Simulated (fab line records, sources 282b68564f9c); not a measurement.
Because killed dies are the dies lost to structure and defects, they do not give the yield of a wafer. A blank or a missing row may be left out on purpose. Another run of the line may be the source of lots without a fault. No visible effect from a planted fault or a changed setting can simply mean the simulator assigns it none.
Commonality check across tools	flow rit_cmos	Sampled: 14 lots, 42 wafers

== THE REASON FOR OPENING IT ==
At RIT_FOX1_THK_MEAS_01 the reading FOX1_OXIDE_THK is flagged on 2 of 14 lots. No-fault wafers: 350 nm, standard deviation 5.3.
Rule: a lot is flagged when every wafer of it that has a number lies more than 4 standard deviations from that mean, or none has a number. All remaining lots are regarded as sound.

lot	measured	on	FOX1_OXIDE_THK (nm), wafer by wafer	flag
L367	day 1 18:46	film_metro-02	353 353 362	
L368	day 1 22:25	film_metro-03	360 356 358	
L369	day 2 04:45	film_metro-02	359 358 353	
L370	day 2 09:41	film_metro-02	342 346 346	
L371	day 2 14:26	film_metro-04	355 343 349	
L372	day 2 19:07	film_metro-03	356 352 355	
L373	day 2 23:24	film_metro-02	352 354 350	
L375	day 3 13:53	film_metro-02	347 344 351	
L378	day 4 02:38	film_metro-04	320 322 326	FLAGGED
L380	day 4 12:53	film_metro-03	353 356 356	
L382	day 4 23:08	film_metro-04	321 320 323	FLAGGED
L383	day 5 05:03	film_metro-03	344 355 344	
L385	day 5 14:28	film_metro-02	352 350 349	
L390	day 6 12:48	film_metro-04	358 356 353	
The mean of the flagged lots' numbers is 322 nm, -28 nm from the usual (-5 standard deviations).

== TOOL THAT RAN EACH LOT ==
The record holds 1 process step before the reading, out of a route of 202 steps. Cell contents, in order: the tool; ch with the chambers the sampled wafers went through; the start.
lot	flag	RIT_FOX1_OXIDATION_00
L367		furnace-03 ch 0, day 1 17:26
L368		furnace-03 ch 0, day 1 21:06
L369		furnace-01 ch 0, day 2 03:25
L370		furnace-04 ch 0, day 2 08:22
L371		furnace-01 ch 0, day 2 13:07
L372		furnace-03 ch 0, day 2 17:48
L373		furnace-01 ch 0, day 2 22:05
L375		furnace-03 ch 0, day 3 12:34
L378	FLAGGED	furnace-01 ch 0, day 4 01:18
L380		furnace-03 ch 0, day 4 11:34
L382	FLAGGED	furnace-01 ch 0, day 4 21:49
L383		furnace-03 ch 0, day 5 03:44
L385		furnace-03 ch 0, day 5 13:08
L390		furnace-04 ch 0, day 6 11:28
These steps, and what they do:
- RIT_FOX1_OXIDATION_00: target thk 350.7 nm, ox time 1130 s.
- RIT_FOX1_THK_MEAS_01

== FLAGGED OVER TOTAL, TOOL BY TOOL (the gauges that took the reading come last) ==
step	tool	lots run	flagged	share of the flagged lots	sound lots run after its first flagged lot
RIT_FOX1_OXIDATION_00	furnace-01	5	2	all	0
RIT_FOX1_OXIDATION_00	furnace-03	7	0	none	-
RIT_FOX1_OXIDATION_00	furnace-04	2	0	none	-
RIT_FOX1_THK_MEAS_01	film_metro-02	6	0	none	-
RIT_FOX1_THK_MEAS_01	film_metro-03	4	0	none	-
RIT_FOX1_THK_MEAS_01	film_metro-04	4	2	all	1 (L390)

== WHAT IS ALLOWED BY THE TABLE ==
Table rows that saw every flagged lot: 2, namely furnace-01 at RIT_FOX1_OXIDATION_00 and film_metro-04 at RIT_FOX1_THK_MEAS_01.
- furnace-01 at RIT_FOX1_OXIDATION_00: 2 of its 5 lots flagged. Its last sound lot is L373 (day 2 22:05), its first flagged lot L378 (day 4 01:18): a fault that began between those two fits. Its own readings lie more than 4 standard deviations out on every wafer of the flagged lots: spike_tc_centre_C, spike_tc_load_C, spike_tc_source_C, tube_center_temp_C, tube_center_temp_C_max.
- film_metro-04 at RIT_FOX1_THK_MEAS_01: 2 of its 4 lots flagged. Sound lots followed the first flagged one (L390) on it, something a lasting fault affecting the whole tool could not allow.
Left over: one tool, furnace-01 at RIT_FOX1_OXIDATION_00.

== WHAT THE SIMULATOR PUT IN ==
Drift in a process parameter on furnace-01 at RIT_FOX1_OXIDATION_00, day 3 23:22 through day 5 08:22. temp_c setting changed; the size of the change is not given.
Lots struck among those shown: L378, L382. The rule above found the same.
